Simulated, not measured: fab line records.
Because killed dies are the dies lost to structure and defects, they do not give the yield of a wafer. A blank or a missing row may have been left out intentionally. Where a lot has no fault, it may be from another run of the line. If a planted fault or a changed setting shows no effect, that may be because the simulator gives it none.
A sampling plan put to the test + flow ritCmos + one fab line, 33 faults that these records tell of, each judged on the records of the lots that it struck; 1 more is left out, because the records don't allow judging it
The plan consists of the line's own looks: route steps at which the wafer is read by a gauge or an inspection but not changed. A look can be judged if struck wafers have a number there and the file gives its usual mean and standard deviation on fault-free wafers. Caught: the struck wafers' mean, at a look after the fault's first step, is 4 or more of those standard deviations (sigma) away from the usual mean. On the tool: the test repeated on the tool's own readings taken at the fault's steps. Also counted as caught: the struck wafers showing another recipe, or a record that is empty for them alone.

== THE FAULTS, as the simulator had put them in ==
1. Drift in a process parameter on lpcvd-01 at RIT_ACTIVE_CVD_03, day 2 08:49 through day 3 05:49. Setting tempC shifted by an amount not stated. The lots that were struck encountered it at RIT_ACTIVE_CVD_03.
2. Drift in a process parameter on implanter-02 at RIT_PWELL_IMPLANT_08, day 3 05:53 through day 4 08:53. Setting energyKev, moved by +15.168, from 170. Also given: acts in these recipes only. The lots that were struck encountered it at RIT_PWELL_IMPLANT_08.
3. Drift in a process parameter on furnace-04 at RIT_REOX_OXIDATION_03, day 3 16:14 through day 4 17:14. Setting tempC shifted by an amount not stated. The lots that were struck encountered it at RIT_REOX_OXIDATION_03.
4. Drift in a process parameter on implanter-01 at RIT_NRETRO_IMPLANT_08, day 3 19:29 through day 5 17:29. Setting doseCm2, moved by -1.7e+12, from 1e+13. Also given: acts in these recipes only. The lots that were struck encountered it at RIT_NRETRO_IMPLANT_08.
5. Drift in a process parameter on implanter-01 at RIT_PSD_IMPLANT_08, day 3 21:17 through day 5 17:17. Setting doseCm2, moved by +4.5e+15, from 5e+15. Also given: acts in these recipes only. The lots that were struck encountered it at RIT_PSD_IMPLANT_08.
6. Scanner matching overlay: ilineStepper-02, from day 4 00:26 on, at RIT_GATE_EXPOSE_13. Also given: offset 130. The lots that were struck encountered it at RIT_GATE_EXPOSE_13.
7. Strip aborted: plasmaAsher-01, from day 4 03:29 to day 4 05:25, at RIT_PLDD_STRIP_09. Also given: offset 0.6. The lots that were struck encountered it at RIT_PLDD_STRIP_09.
8. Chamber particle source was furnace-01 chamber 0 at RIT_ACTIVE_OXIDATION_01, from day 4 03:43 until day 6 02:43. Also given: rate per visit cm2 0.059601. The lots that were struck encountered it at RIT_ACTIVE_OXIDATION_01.
9. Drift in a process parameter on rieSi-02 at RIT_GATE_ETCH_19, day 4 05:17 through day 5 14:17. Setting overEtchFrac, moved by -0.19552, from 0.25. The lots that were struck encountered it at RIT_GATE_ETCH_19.
10. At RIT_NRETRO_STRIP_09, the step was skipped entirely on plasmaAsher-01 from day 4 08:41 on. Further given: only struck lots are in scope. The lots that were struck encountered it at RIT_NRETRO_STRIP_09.
11. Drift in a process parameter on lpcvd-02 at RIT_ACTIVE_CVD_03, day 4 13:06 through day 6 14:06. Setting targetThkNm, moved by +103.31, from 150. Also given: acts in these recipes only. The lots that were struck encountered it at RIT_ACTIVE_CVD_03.
12. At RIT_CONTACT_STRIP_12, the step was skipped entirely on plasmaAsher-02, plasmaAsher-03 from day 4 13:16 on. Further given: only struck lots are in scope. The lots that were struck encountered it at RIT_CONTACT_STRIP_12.
13. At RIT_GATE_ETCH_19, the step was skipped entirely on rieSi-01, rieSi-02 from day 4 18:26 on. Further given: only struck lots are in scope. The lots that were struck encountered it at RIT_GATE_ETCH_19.
14. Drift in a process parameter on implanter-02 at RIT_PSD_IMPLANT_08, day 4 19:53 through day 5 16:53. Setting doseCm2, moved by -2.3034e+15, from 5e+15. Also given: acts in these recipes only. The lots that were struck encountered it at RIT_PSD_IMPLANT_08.
15. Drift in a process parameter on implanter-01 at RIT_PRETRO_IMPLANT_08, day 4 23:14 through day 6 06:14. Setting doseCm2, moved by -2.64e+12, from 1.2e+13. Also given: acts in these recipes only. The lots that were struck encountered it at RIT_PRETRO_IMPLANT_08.
16. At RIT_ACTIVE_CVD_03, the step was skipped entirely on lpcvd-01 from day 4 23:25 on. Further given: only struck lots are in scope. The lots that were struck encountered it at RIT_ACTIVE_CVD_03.
17. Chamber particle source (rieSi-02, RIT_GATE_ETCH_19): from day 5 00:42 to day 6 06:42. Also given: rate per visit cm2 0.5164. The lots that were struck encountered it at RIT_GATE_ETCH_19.
18. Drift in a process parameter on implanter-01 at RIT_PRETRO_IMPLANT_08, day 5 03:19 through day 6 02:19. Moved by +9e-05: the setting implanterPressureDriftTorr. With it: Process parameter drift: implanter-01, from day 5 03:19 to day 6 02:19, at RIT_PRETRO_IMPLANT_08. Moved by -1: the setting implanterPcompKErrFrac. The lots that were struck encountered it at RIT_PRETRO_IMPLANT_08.
19. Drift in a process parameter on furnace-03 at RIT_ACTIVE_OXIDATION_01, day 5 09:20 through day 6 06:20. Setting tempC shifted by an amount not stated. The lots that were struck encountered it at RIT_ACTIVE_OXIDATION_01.
20. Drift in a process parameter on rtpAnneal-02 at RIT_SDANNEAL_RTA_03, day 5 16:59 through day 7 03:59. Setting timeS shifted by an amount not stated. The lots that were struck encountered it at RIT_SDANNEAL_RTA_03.
21. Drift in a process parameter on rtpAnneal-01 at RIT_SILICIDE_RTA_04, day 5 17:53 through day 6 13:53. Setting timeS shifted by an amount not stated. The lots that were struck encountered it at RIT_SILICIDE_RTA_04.
22. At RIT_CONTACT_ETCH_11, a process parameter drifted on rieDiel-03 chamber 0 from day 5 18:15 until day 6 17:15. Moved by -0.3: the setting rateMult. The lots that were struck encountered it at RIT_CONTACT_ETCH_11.
23. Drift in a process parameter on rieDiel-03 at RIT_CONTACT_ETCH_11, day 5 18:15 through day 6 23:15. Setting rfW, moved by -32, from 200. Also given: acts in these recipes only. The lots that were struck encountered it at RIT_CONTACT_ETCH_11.
24. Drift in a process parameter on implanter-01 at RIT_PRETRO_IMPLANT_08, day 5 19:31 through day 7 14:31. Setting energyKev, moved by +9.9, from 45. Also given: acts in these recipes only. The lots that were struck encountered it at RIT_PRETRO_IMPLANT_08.
25. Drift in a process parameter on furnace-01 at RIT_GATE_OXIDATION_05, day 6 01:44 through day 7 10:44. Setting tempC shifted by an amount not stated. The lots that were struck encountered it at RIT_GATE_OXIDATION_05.
26. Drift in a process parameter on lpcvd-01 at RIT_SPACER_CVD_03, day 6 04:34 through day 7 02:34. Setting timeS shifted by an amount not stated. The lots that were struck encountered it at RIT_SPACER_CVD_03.
27. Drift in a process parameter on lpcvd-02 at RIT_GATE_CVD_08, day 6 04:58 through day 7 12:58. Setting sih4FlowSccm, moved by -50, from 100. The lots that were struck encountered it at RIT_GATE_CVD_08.
28. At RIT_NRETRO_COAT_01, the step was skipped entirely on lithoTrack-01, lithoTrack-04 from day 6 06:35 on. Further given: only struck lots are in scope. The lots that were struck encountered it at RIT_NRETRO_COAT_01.
29. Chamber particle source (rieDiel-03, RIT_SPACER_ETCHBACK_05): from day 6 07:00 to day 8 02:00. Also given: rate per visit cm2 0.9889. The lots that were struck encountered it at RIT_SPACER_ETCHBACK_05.
30. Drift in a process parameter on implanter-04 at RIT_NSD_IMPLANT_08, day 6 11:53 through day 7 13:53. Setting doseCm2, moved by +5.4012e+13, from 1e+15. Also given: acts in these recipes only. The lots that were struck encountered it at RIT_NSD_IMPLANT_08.
31. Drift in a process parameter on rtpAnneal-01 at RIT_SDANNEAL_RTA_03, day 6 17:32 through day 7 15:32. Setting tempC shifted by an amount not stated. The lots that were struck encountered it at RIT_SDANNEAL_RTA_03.
32. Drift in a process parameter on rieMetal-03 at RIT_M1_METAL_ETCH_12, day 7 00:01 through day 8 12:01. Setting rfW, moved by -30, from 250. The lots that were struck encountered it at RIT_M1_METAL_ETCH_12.
33. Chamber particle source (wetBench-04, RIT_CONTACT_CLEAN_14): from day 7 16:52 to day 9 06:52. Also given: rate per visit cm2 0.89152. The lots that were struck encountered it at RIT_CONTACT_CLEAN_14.

== WHAT THE PLAN SAW ==
| fault | on the tool itself                               | first look that catches it                      | reading, sigma                                        | median hours from its first step to that look | hours from the fault's start to the first struck lot there | judged looks passed uncaught |
|-------|--------------------------------------------------|-------------------------------------------------|-------------------------------------------------------|-----------------------------------------------|------------------------------------------------------------|------------------------------|
| 1     | spikeTcCentreC +9.5 sigma                        | RIT_ACTIVE_THK_MEAS_04                          | ACTIVE_NITRIDE_THK +22                                | 1.4                                           | 7                                                          | 0                            |
| 2     | beamEnergyKeV +99 or beyond sigma                | none of the 2 looks that can be judged after it | strongest: PWELL_RS at RIT_WELLDRIVE_RS_MEAS_02, -3.5 | -                                             | -                                                          | 2                            |
| 3     | tubeCenterTempC +99 or beyond sigma              | RIT_REOX_THK_MEAS_04                            | REOX_OXIDE_THK +4.9                                   | 2.6                                           | 10                                                         | 0                            |
| 4     | doseIonsCm2 -99 or beyond sigma                  | RIT_NRETRO_TW_MEAS_10                           | NRETRO_TW -6.0                                        | 0.3                                           | 12                                                         | 0                            |
| 5     | doseIonsCm2 +99 or beyond sigma                  | RIT_PSD_TW_MEAS_10                              | PSD_TW +4.8                                           | 0.3                                           | 6                                                          | 0                            |
| 6     | no reading that can be judged                    | RIT_GATE_OVL_MEAS_17                            | GATE_OVL +92                                          | 0.5                                           | 3                                                          | 0                            |
| 7     | runLengthS -99 or beyond sigma                   | no look after it can be judged                  | -                                                     | -                                             | -                                                          | 0                            |
| 8     | under 2 sigma                                    | not the one look that can be judged after it    | -                                                     | -                                             | -                                                          | 1                            |
| 9     | oesProductAu +9.4 sigma                          | no look after it can be judged                  | -                                                     | -                                             | -                                                          | 0                            |
| 10    | the tool's record is blank for the struck wafers | RIT_PRETRO_TW_MEAS_10                           | PRETRO_TW -99 or beyond                               | 1.7                                           | 3                                                          | 0                            |
| 11    | under 2 sigma                                    | RIT_ACTIVE_THK_MEAS_04                          | ACTIVE_NITRIDE_THK +68                                | 1.4                                           | 4                                                          | 0                            |
| 12    | the tool's record is blank for the struck wafers | no look after it can be judged                  | -                                                     | -                                             | -                                                          | 0                            |
| 13    | the tool's record is blank for the struck wafers | no look after it can be judged                  | -                                                     | -                                             | -                                                          | 0                            |
| 14    | doseIonsCm2 -99 or beyond sigma                  | RIT_PSD_TW_MEAS_10                              | PSD_TW -8.6                                           | 0.3                                           | 3                                                          | 0                            |
| 15    | doseIonsCm2 -99 or beyond sigma                  | RIT_PRETRO_TW_MEAS_10                           | PRETRO_TW -8.9                                        | 0.3                                           | 2                                                          | 0                            |
| 16    | the tool's record is blank for the struck wafers | no look after it can be judged                  | -                                                     | -                                             | -                                                          | 0                            |
| 17    | under 2 sigma                                    | no look after it can be judged                  | -                                                     | -                                             | -                                                          | 0                            |
| 18    | endStationPressureTorr +99 or beyond sigma       | RIT_PRETRO_TW_MEAS_10                           | PRETRO_TW +8.0                                        | 0.3                                           | 3                                                          | 0                            |
| 19    | tubeCenterTempC +99 or beyond sigma              | RIT_ACTIVE_THK_MEAS_02                          | ACTIVE_OXIDE_THK +8.1                                 | 1.9                                           | 7                                                          | 0                            |
| 20    | under 2 sigma                                    | RIT_SDANNEAL_RS_MEAS_04                         | PSD_RS -99 or beyond                                  | 0.1                                           | 4                                                          | 0                            |
| 21    | under 2 sigma                                    | none of the 8 looks that can be judged after it | -                                                     | -                                             | -                                                          | 8                            |
| 22    | under 2 sigma                                    | no look after it can be judged                  | -                                                     | -                                             | -                                                          | 0                            |
| 23    | rfFwdPowerW -53 sigma                            | no look after it can be judged                  | -                                                     | -                                             | -                                                          | 0                            |
| 24    | beamEnergyKeV +99 or beyond sigma                | RIT_PRETRO_TW_MEAS_10                           | PRETRO_TW +4.4                                        | 0.3                                           | 8                                                          | 0                            |
| 25    | tubeCenterTempC -99 or beyond sigma              | RIT_GATE_THK_MEAS_07                            | GATE_OXIDE_THK -7.7                                   | 2.2                                           | 6                                                          | 0                            |
| 26    | under 2 sigma                                    | RIT_SPACER_THK_MEAS_04                          | SPACER_NITRIDE_THK -9.5                               | 1.9                                           | 1                                                          | 0                            |
| 27    | sih4FlowSccm -99 or beyond sigma                 | RIT_GATE_THK_MEAS_09                            | GATE_POLY_THK -52                                     | 1.6                                           | 7                                                          | 0                            |
| 28    | the tool's record is blank for the struck wafers | RIT_PRETRO_TW_MEAS_10                           | PRETRO_TW +99 or beyond                               | 3.0                                           | 5                                                          | 0                            |
| 29    | under 2 sigma                                    | none of the 3 looks that can be judged after it | -                                                     | -                                             | -                                                          | 3                            |
| 30    | doseIonsCm2 +49 sigma                            | RIT_SDANNEAL_RS_MEAS_05                         | NSD_RS -12                                            | 2.5                                           | 5                                                          | 0                            |
| 31    | wafer_temp_C_max -54 sigma                       | RIT_SDANNEAL_RS_MEAS_04                         | PSD_RS +99 or beyond                                  | 0.1                                           | 6                                                          | 0                            |
| 32    | rfFwdPowerW -37 sigma                            | no look after it can be judged                  | -                                                     | -                                             | -                                                          | 0                            |
| 33    | no reading that can be judged                    | no look after it can be judged                  | -                                                     | -                                             | -                                                          | 0                            |
A dash: the fault is not caught, or the number is missing from these records.

Caught at a look: 19 of 33. Caught on the tool: 23 of 33. By one or the other: 27 of 33.
Faults 2, 7, 9, 12, 13, 16, 23, 32 were caught on the tool alone.
Caught at a look alone: faults 6, 11, 20, 26.
Caught by neither: faults 8, 17, 21, 22, 29, 33.

== THINNER SAMPLING ==
In the worst case, this is how late the first struck lot would be measured if the look that catches a fault measured only every second or every third lot, by lot number:
| fault | struck lots at that look, in order of time | every lot | every second lot | every third lot |
|-------|--------------------------------------------|-----------|------------------|-----------------|
| 1     | L918, L919, L920                           | 7 h       | 11 h             | 16 h            |
| 3     | L351, L353                                 | 10 h      | may miss all 2   | may miss all 2  |
| 4     | L592, L593                                 | 12 h      | 15 h             | may miss all 2  |
| 5     | L475, L481                                 | 6 h       | may miss all 2   | may miss all 2  |
| 6     | L879, L880, L885, L887                     | 3 h       | 11 h             | 43 h            |
| 10    | L386, L387, L388                           | 3 h       | 8 h              | 14 h            |
| 11    | L554, L555, L560                           | 4 h       | 9 h              | may miss all 3  |
| 14    | L366, L369                                 | 3 h       | 17 h             | may miss all 2  |
| 15    | L441, L442                                 | 2 h       | 7 h              | may miss all 2  |
| 18    | L468, L469                                 | 3 h       | 9 h              | may miss all 2  |
| 19    | L679, L680                                 | 7 h       | 12 h             | may miss all 2  |
| 20    | L619, L621                                 | 4 h       | may miss all 2   | may miss all 2  |
| 24    | L361, L364                                 | 8 h       | 22 h             | may miss all 2  |
| 25    | L940, L941                                 | 6 h       | 8 h              | may miss all 2  |
| 26    | L977, L978, L979                           | 1 h       | 3 h              | 9 h             |
| 27    | L704, L705                                 | 7 h       | 12 h             | may miss all 2  |
| 28    | L195, L196                                 | 5 h       | 11 h             | may miss all 2  |
| 30    | L514, L516                                 | 5 h       | may miss all 2   | may miss all 2  |
| 31    | L882, L884                                 | 6 h       | may miss all 2   | may miss all 2  |
Hours: fault start to first struck lot measured. 4 sigma limit: tested on the pooled struck wafers, so a lone lot may be under it. Other struck lots may not be in these records.

== THE LONGEST TIMED WAY FROM STEP TO LOOK ==
Fault 28: the median time between RIT_NRETRO_COAT_01 and RIT_PRETRO_TW_MEAS_10 is 3.0 hours. No look between them can be judged.
